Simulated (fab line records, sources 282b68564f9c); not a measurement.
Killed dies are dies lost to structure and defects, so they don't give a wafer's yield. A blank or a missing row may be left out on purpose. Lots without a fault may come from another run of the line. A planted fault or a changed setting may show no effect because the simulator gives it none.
fab line records | flow rit_cmos
record lots=6 wafers=18 last_day=5
route steps=202 shown SDANNEAL@156 PSD@157 NSD@158 PLDD@159 NLDD@160 SILICIDE@161 CONTACT@168 M1@202
lots that met no fault: from a run of the same line without faults
start_h: hours from the record's first day to the start of the lot's first wafer shown | wait_h: hours since the lot's step before | " the same as in the row above | L1.1+2: a row that stands for several wafers | - no value, or no start given | * or withheld: withheld | < > ~ a bound
route shown NAME@n: a module of which the file shows steps, and the number in the route of the first | usual: mean/standard deviation of fault-free wafers | same: alike in all rows | chamber/n: place in a boat | sites: the reading at each site | _std_site: their standard deviation | _edge_site: outer sites' mean less inner sites' | radius_mm: how far each site lies from the wafer's centre | mask NAME#n: copy n | behind: the tool/chamber that last shaped the wafer | hold: why the lot was held/for how many hours/how that ended | device: the transistor (n, p or np) that didn't switch | end of line: the same wafers' tests at the end of the route | a step without rows: its recipe alone | killed: dies lost to structure and defects at the first sort, not the wafer's yield | map: a wafer's dies, x killed, . not, _ none there
set.NAME: the setting as run; set.NAME@STEP: as run at that earlier step | model.NAME: the simulator's own value behind a step, which no gauge read
lots at some steps of the route; a table a step, a row a wafer
services: from which hour (start_h, from the record's first day; less than 0 if before it) a tool's chamber was out of use, for how many hours, and why
## steps
# step RIT_SDANNEAL_RTA_03
# recipe temp_c=1050 time_s=5 idle_temp_c=600 ramp_up_c_per_s=342 ramp_down_c_per_s=171 cool_to_c=600 ambient=N2
# usual wafer_temp_C_max=1053.4/1.1
# columns lot.wafer tool chamber start_h wait_h wafer_temp_C_max
L432.3 rtp_anneal-02 0 49.42 0.0 1053.4
L432.4 " 0 " " 1053.6
L432.6 " 0 " " 1053.5
L434.2 rtp_anneal-02 0 59.15 0.0 1052.4
L434.4 " 0 " " 1054.0
L434.6 " 0 " " 1055.6
L439.4 rtp_anneal-01 0 84.17 0.1 1053.0
L439.5 " 0 " " 1052.9
L439.6 " 0 " " 1052.5
L444.1 rtp_anneal-02 0 110.69 0.0 1053.3
L444.2 " 0 " " 1052.9
L444.3 " 0 " " 1053.0
L446.4 rtp_anneal-02 0 119.77 0.0 1053.3
L446.5 " 0 " " 1052.8
L446.6 " 0 " " 1053.0
L447.1 rtp_anneal-01 0 123.59 0.0 1053.7
L447.2 " 0 " " 1053.8
L447.6 " 0 " " 1055.1
# step RIT_SDANNEAL_RS_MEAS_04
# recipe thk_meas_gauge=four-point-probe
# usual PSD_RS=115.9/0.33
# columns lot.wafer tool chamber start_h wait_h PSD_RS[ohm/sq]
L432.3 film_metro-04 - 49.50 0.1 115.6
L432.4 " - " " 115.6
L432.6 " - " " 115.8
L434.2 film_metro-01 - 59.22 0.1 115.9
L434.4 " - " " 116.1
L434.6 " - " " 116.1
L439.4 film_metro-04 - 84.29 0.1 116.2
L439.5 " - " " 116.0
L439.6 " - " " 116.0
L444.1 film_metro-03 - 110.75 0.0 115.8
L444.2 " - " " 115.5
L444.3 " - " " 116.0
L446.4 film_metro-03 - 119.86 0.1 116.4
L446.5 " - " " 116.1
L446.6 " - " " 116.2
L447.1 film_metro-04 - 123.65 0.0 116.1
L447.2 " - " " 116.2
L447.6 " - " " 115.8
# step RIT_SDANNEAL_RS_MEAS_05
# recipe thk_meas_gauge=four-point-probe
# usual NSD_RS=84.41/0.26
# columns lot.wafer tool chamber start_h wait_h NSD_RS[ohm/sq]
L432.3 film_metro-04 - 49.62 0.1 84.23
L432.4 " - " " 84.38
L432.6 " - " " 84.02
L434.2 film_metro-01 - 59.34 0.1 83.95
L434.4 " - " " 84.30
L434.6 " - " " 84.39
L439.4 film_metro-04 - 84.41 0.1 84.43
L439.5 " - " " 84.07
L439.6 " - " " 84.30
L444.1 film_metro-03 - 110.87 0.1 84.67
L444.2 " - " " 84.51
L444.3 " - " " 84.12
L446.4 film_metro-03 - 119.98 0.1 84.25
L446.5 " - " " 84.39
L446.6 " - " " 84.08
L447.1 film_metro-04 - 123.77 0.1 84.51
L447.2 " - " " 84.15
L447.6 " - " " 84.15
# step RIT_SDANNEAL_RS_MEAS_06
# recipe thk_meas_gauge=four-point-probe
# usual PLDD_RS=178.6/0.53
# columns lot.wafer tool chamber start_h wait_h PLDD_RS[ohm/sq]
L432.3 film_metro-04 - 49.74 0.1 178.1
L432.4 " - " " 178.1
L432.6 " - " " 178.2
L434.2 film_metro-01 - 59.46 0.1 178.3
L434.4 " - " " 179.3
L434.6 " - " " 178.8
L439.4 film_metro-04 - 84.53 0.1 179.9
L439.5 " - " " 179.2
L439.6 " - " " 179.4
L444.1 film_metro-03 - 110.99 0.1 178.8
L444.2 " - " " 178.3
L444.3 " - " " 178.8
L446.4 film_metro-03 - 120.10 0.1 179.1
L446.5 " - " " 178.7
L446.6 " - " " 178.4
L447.1 film_metro-04 - 123.89 0.1 178.5
L447.2 " - " " 178.3
L447.6 " - " " 179.0
# step RIT_SDANNEAL_RS_MEAS_07
# recipe thk_meas_gauge=four-point-probe
# usual NLDD_RS=151.6/0.47
# columns lot.wafer tool chamber start_h wait_h NLDD_RS[ohm/sq]
L432.3 film_metro-04 - 49.86 0.1 151.3
L432.4 " - " " 152.0
L432.6 " - " " 152.1
L434.2 film_metro-01 - 59.58 0.1 151.1
L434.4 " - " " 151.7
L434.6 " - " " 151.2
L439.4 film_metro-04 - 84.65 0.1 151.1
L439.5 " - " " 151.1
L439.6 " - " " 151.4
L444.1 film_metro-03 - 111.11 0.1 151.7
L444.2 " - " " 151.1
L444.3 " - " " 151.6
L446.4 film_metro-03 - 120.22 0.1 152.6
L446.5 " - " " 152.4
L446.6 " - " " 152.3
L447.1 film_metro-04 - 124.01 0.1 151.5
L447.2 " - " " 152.1
L447.6 " - " " 151.6
# step RIT_SILICIDE_WET_ETCH_00
# recipe chemistry=BOE target=SiO2 target_depth_nm=14 time_s=15 dry=n2_spin dilution=10:1 temp_c=21.5
# step RIT_SILICIDE_SPUTTER_01
# recipe material=Ti target_thk_nm=30 power_w=350 chamber_pressure_pa=0.667 gas=Ar time_s=240 substrate_temp_c=25
# usual throttle_valve_pct=30.3/1.2
# columns lot.wafer tool chamber start_h wait_h throttle_valve_pct
L432.3 pvd_sputter-03 - 49.96 0.0 29.6
L432.4 " - " " 30.7
L432.6 " - " " 28.5
L434.2 pvd_sputter-03 - 59.69 0.0 29.8
L434.4 " - " " 28.2
L434.6 " - " " 30.4
L439.4 pvd_sputter-02 - 84.72 0.0 30.0
L439.5 " - " " 30.2
L439.6 " - " " 29.8
L444.1 pvd_sputter-03 - 111.25 0.0 30.5
L444.2 " - " " 29.7
L444.3 " - " " 28.3
L446.4 pvd_sputter-03 - 120.29 0.0 29.9
L446.5 " - " " 28.4
L446.6 " - " " 30.6
L447.1 pvd_sputter-02 - 124.14 0.0 29.9
L447.2 " - " " 33.2
L447.6 " - " " 30.2
# step RIT_SILICIDE_RS_MEAS_02
# recipe thk_meas_gauge=four-point-probe reads=Ti_of_SILICIDE_SPUTTER_01
# usual SILICIDE_TI_RS=47.7/0.62
# columns lot.wafer tool chamber start_h wait_h SILICIDE_TI_RS[ohm/sq]
L432.3 film_metro-02 - 50.15 0.1 47.1
L432.4 " - " " 47.6
L432.6 " - " " 48.4
L434.2 film_metro-03 - 59.86 0.1 47.1
L434.4 " - " " 47.7
L434.6 " - " " 47.4
L439.4 film_metro-01 - 84.93 0.1 47.4
L439.5 " - " " 48.2
L439.6 " - " " 47.4
L444.1 film_metro-02 - 111.40 0.1 47.4
L444.2 " - " " 46.2
L444.3 " - " " 47.5
L446.4 film_metro-02 - 120.50 0.1 47.6
L446.5 " - " " 48.0
L446.6 " - " " 46.9
L447.1 film_metro-03 - 124.29 0.1 47.5
L447.2 " - " " 47.8
L447.6 " - " " 48.0
# step RIT_SILICIDE_THK_MEAS_03
# recipe thk_meas_gauge=xrf reads=Ti_of_SILICIDE_SPUTTER_01
# usual SILICIDE_TI_THK=30.2/0.34
# columns lot.wafer tool chamber start_h wait_h SILICIDE_TI_THK[nm]
L432.3 film_metro-02 - 50.25 0.1 30.8
L432.4 " - " " 30.4
L432.6 " - " " 29.8
L434.2 film_metro-03 - 59.97 0.1 30.6
L434.4 " - " " 30.3
L434.6 " - " " 30.4
L439.4 film_metro-01 - 85.02 0.1 30.3
L439.5 " - " " 29.9
L439.6 " - " " 30.3
L444.1 film_metro-02 - 111.52 0.1 30.4
L444.2 " - " " 31.0
L444.3 " - " " 30.4
L446.4 film_metro-02 - 120.59 0.1 30.4
L446.5 " - " " 30.2
L446.6 " - " " 30.8
L447.1 film_metro-03 - 124.41 0.1 30.0
L447.2 " - " " 30.0
L447.6 " - " " 29.9
# step RIT_SILICIDE_RTA_04
# recipe temp_c=650 time_s=10 idle_temp_c=25 ramp_up_s=5 ramp_down_s=5 cool_to_c=25 ambient=N2
# usual wafer_temp_C_max=652.9/0.96
# columns lot.wafer tool chamber start_h wait_h wafer_temp_C_max
L432.3 rtp_anneal-01 0 50.33 0.1 652.3
L432.4 " 0 " " 651.7
L432.6 " 0 " " 652.2
L434.2 rtp_anneal-01 0 60.03 0.1 651.2
L434.4 " 0 " " 652.3
L434.6 " 0 " " 652.4
L439.4 rtp_anneal-02 0 85.08 0.1 654.4
L439.5 " 0 " " 654.2
L439.6 " 0 " " 654.0
L444.1 rtp_anneal-01 0 111.58 0.1 652.7
L444.2 " 0 " " 651.9
L444.3 " 0 " " 651.5
L446.4 rtp_anneal-01 0 120.65 0.1 651.3
L446.5 " 0 " " 651.8
L446.6 " 0 " " 652.8
L447.1 rtp_anneal-02 0 124.47 0.1 652.6
L447.2 " 0 " " 653.7
L447.6 " 0 " " 653.7
# step RIT_SILICIDE_WET_ETCH_05
# recipe chemistry=SPM target=Ti temp_c=90 time_s=120 dry=n2_spin
# step RIT_SILICIDE_RTA_06
# recipe temp_c=750 time_s=10 idle_temp_c=25 ramp_up_s=5 ramp_down_s=10 cool_to_c=25 ambient=N2
# usual wafer_temp_C_max=753.1/1.1
# columns lot.wafer tool chamber start_h wait_h wafer_temp_C_max
L432.3 rtp_anneal-02 0 50.48 0.0 752.9
L432.4 " 0 " " 755.4
L432.6 " 0 " " 753.7
L434.2 rtp_anneal-02 0 60.14 0.0 755.0
L434.4 " 0 " " 752.8
L434.6 " 0 " " 754.2
L439.4 rtp_anneal-01 0 85.22 0.1 752.2
L439.5 " 0 " " 752.7
L439.6 " 0 " " 751.6
L444.1 rtp_anneal-02 0 111.69 0.0 753.8
L444.2 " 0 " " 754.5
L444.3 " 0 " " 754.7
L446.4 rtp_anneal-02 0 120.76 0.0 754.6
L446.5 " 0 " " 755.0
L446.6 " 0 " " 753.8
L447.1 rtp_anneal-01 0 124.58 0.0 751.3
L447.2 " 0 " " 751.4
L447.6 " 0 " " 751.5
# step RIT_CONTACT_CVD_00
# recipe material=SiO2 target_thk_nm=400 precursor=TEOS temp_c=390 time_s=61 rf_w=400
# usual heater_power_w=321/38
# columns lot.wafer tool chamber start_h wait_h heater_power_w since_wet_clean_h
L432.3 pecvd-03 1 50.53 0.0 283 1387
L432.4 " 2 " " 243 -
L432.6 " 0 " " 261 -
L434.2 pecvd-01 1 60.20 0.0 307 1006
L434.4 " 0 " " 301 -
L434.6 " 2 " " 365 -
L434.2 pecvd-01 1 60.41 0.2 301 -
L434.4 " 0 " " 304 -
L434.6 " 2 " " 366 -
L439.4 pecvd-04 0 85.31 0.1 370 -
L439.5 " 2 " " 314 -
L439.6 " 1 " " 381 -
L439.4 pecvd-04 0 85.53 0.2 368 -
L439.5 " 2 " " 318 -
L439.6 " 1 " " 388 -
L444.1 pecvd-03 2 111.75 0.1 276 1448
L444.2 " 1 " " 312 1448
L444.3 " 0 " " 268 1448
L446.4 pecvd-01 2 120.82 0.0 348 -
L446.5 " 0 " " 363 -
L446.6 " 1 " " 313 -
L447.1 pecvd-03 1 124.65 0.1 288 1461
L447.2 " 0 " " 320 1461
L447.6 " 0 " " 338 -
# step RIT_CONTACT_THK_MEAS_01
# recipe reads=SiO2_of_CONTACT_CVD_00
# usual CONTACT_TEOS_THK=399/5
# columns lot.wafer tool chamber start_h wait_h CONTACT_TEOS_THK[nm]
L432.3 film_metro-03 - 50.60 0.0 395
L432.4 " - " " 392
L432.6 " - " " 399
L434.2 film_metro-03 - 60.47 0.0 797
L434.4 " - " " 814
L434.6 " - " " 806
L434.2 film_metro-03 - 60.80 0.3 797
L434.4 " - " " 814
L434.6 " - " " 806
L439.4 film_metro-02 - 85.59 0.0 807
L439.5 " - " " 814
L439.6 " - " " 805
L439.4 film_metro-02 - 85.81 0.2 808
L439.5 " - " " 815
L439.6 " - " " 804
L444.1 film_metro-03 - 111.81 0.0 396
L444.2 " - " " 396
L444.3 " - " " 387
L446.4 film_metro-03 - 120.87 0.0 405
L446.5 " - " " 404
L446.6 " - " " 401
L447.1 film_metro-04 - 124.70 0.0 394
L447.2 " - " " 396
L447.6 " - " " 401
# step RIT_M1_PROBE_99
# usual defect_limited_yield=97.1/1.1 killed_at_front_end=7.5/2.8 killed_dies=7.6/2.8 killed_open=3.9/2.1 killed_short=3.7/1.7 sort_bin_3_pad_short=0.1/0.2 sort_bin_5_function=1.7/0.85 sort_bin_6_memory=1.1/0.71 sort_n_pass=256.4/2.8 sort_yield_pct=97.1/1.1
# same gross_dies=264 killed_at_M0_to_M3=0 killed_at_M4_up=0 killed_at_back_side=0 killed_at_contacts=0 killed_at_other=0
# columns lot.wafer tool chamber start_h wait_h defect_limited_yield[%] killed_at_front_end killed_dies killed_open killed_short sort_bin_3_pad_short[%] sort_bin_5_function[%] sort_bin_6_memory[%] sort_n_pass sort_yield_pct[%]
L432.3 prober-01 - 57.64 0.2 95.8 11 11 5 6 0 3.0 1.1 253.0 95.8
L432.4 prober-01 - 57.69 0.2 94.7 14 14 7 7 0 2.3 3.0 250.0 94.7
L432.6 prober-01 - 57.79 0.2 98.1 5 5 2 3 0.4 0.8 0.8 259.0 98.1
L444.1 prober-01 - 118.51 0.1 98.1 5 5 4 1 0 0.8 1.1 259.0 98.1
L444.2 prober-01 - 118.56 0.1 97.7 6 6 2 4 0 0.4 1.9 258.0 97.7
L444.3 prober-01 - 118.61 0.2 95.8 11 11 3 7 0.4 1.9 1.9 253.0 95.8
L446.4 prober-01 - 128.59 0.2 97.3 7 7 3 4 0 1.9 0.8 257.0 97.3
L446.5 prober-01 - 128.64 0.2 97.3 7 7 3 4 0.4 1.1 1.1 257.0 97.3
L446.6 prober-01 - 128.69 0.2 96.6 9 9 3 5 0.4 1.1 1.9 255.0 96.6
L447.1 prober-02 - 131.15 0.1 98.1 5 5 1 4 0.4 0.8 0.8 259.0 98.1
L447.2 prober-02 - 131.20 0.1 96.6 9 9 7 2 0 1.9 1.5 255.0 96.6
L447.6 prober-02 - 131.40 0.2 97.0 8 8 2 6 0 1.9 1.1 256.0 97.0
# killed by level:class
L432.3 FOX2:geometric_particle:open=2 GATE:geometric_particle:open=2 REOX:geometric_particle:short=2 SPACER:geometric_particle:short=2 GATE:geometric_particle:short=1 SPACER:geometric_particle:open=1 SILICIDE:geometric_particle:short=1
L432.4 GATE:geometric_particle:short=4 FOX1:geometric_particle:open=3 GATE:geometric_particle:open=3 FOX1:geometric_particle:short=1 FOX2:geometric_particle:short=1 SILICIDE:geometric_particle:short=1 SILICIDE:geometric_particle:open=1
L432.6 GATE:geometric_particle:short=2 FOX1:geometric_particle:open=1 FOX2:geometric_particle:short=1 GATE:geometric_particle:open=1
L444.1 GATE:geometric_particle:open=2 SPACER:geometric_particle:open=2 FOX1:geometric_particle:short=1
L444.2 GATE:geometric_particle:short=2 SPACER:geometric_particle:short=2 GATE:geometric_particle:open=1 SPACER:geometric_particle:open=1
L444.3 REOX:geometric_particle:short=4 SILICIDE:geometric_particle:short=2 FOX1:geometric_particle:open=1 GATE:geometric_particle:short=1 SPACER:geometric_particle:open=1 SILICIDE:geometric_particle:open=1 NSD:coat_microbubble_printed=1
L446.4 GATE:geometric_particle:short=2 REOX:geometric_particle:short=2 FOX1:geometric_particle:open=1 GATE:geometric_particle:open=1 SILICIDE:geometric_particle:open=1
L446.5 FOX1:geometric_particle:short=2 GATE:geometric_particle:short=2 GATE:geometric_particle:open=2 SPACER:geometric_particle:open=1
L446.6 GATE:geometric_particle:open=2 SILICIDE:geometric_particle:short=2 GATE:geometric_particle:short=1 REOX:geometric_particle:short=1 SPACER:geometric_particle:short=1 SILICIDE:geometric_particle:open=1 NLDD:coat_microbubble_printed=1
L447.1 SPACER:geometric_particle:short=2 GATE:geometric_particle:short=2 GATE:geometric_particle:open=1
L447.2 SPACER:geometric_particle:open=4 FOX1:geometric_particle:open=1 FOX2:geometric_particle:open=1 FOX2:geometric_particle:short=1 REOX:geometric_particle:open=1 SPACER:geometric_particle:short=1
L447.6 FOX1:geometric_particle:short=4 SPACER:geometric_particle:short=2 FOX1:geometric_particle:open=1 SPACER:geometric_particle:open=1
## services
# columns tool chamber start_h hours kind
pecvd-01 - 50.02 0.8 repair
pecvd-01 - 55.90 2.8 pm
pecvd-03 - 58.71 0.6 repair
pecvd-03 - 91.37 3.3 repair
pvd_sputter-03 - 115.05 2.2 repair
pecvd-03 2 120.18 1.8 repair
pecvd-04 2 122.76 10.6 repair
## key
first_sign step=RIT_CONTACT_CVD_00 reading=visit direction=added
effect step=RIT_CONTACT_THK_MEAS_01 reading=visit direction=added
effect step=RIT_CONTACT_THK_MEAS_01 reading=CONTACT_TEOS_THK direction=up sigmas=81 usual=399 struck=807
met_at RIT_CONTACT_CVD_00
struck_wafers L434.2,L434.4,L434.6,L439.4,L439.5,L439.6
scrapped_behind RIT_CONTACT_THK_MEAS_01 L434.2,L434.4,L434.6,L439.4,L439.5,L439.6
fault kind=repeated_step_whole tool=pecvd-01,pecvd-03,pecvd-04 chamber=- onset_h=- steps=RIT_CONTACT_CVD_00 times=1 scope=struck_lots_only
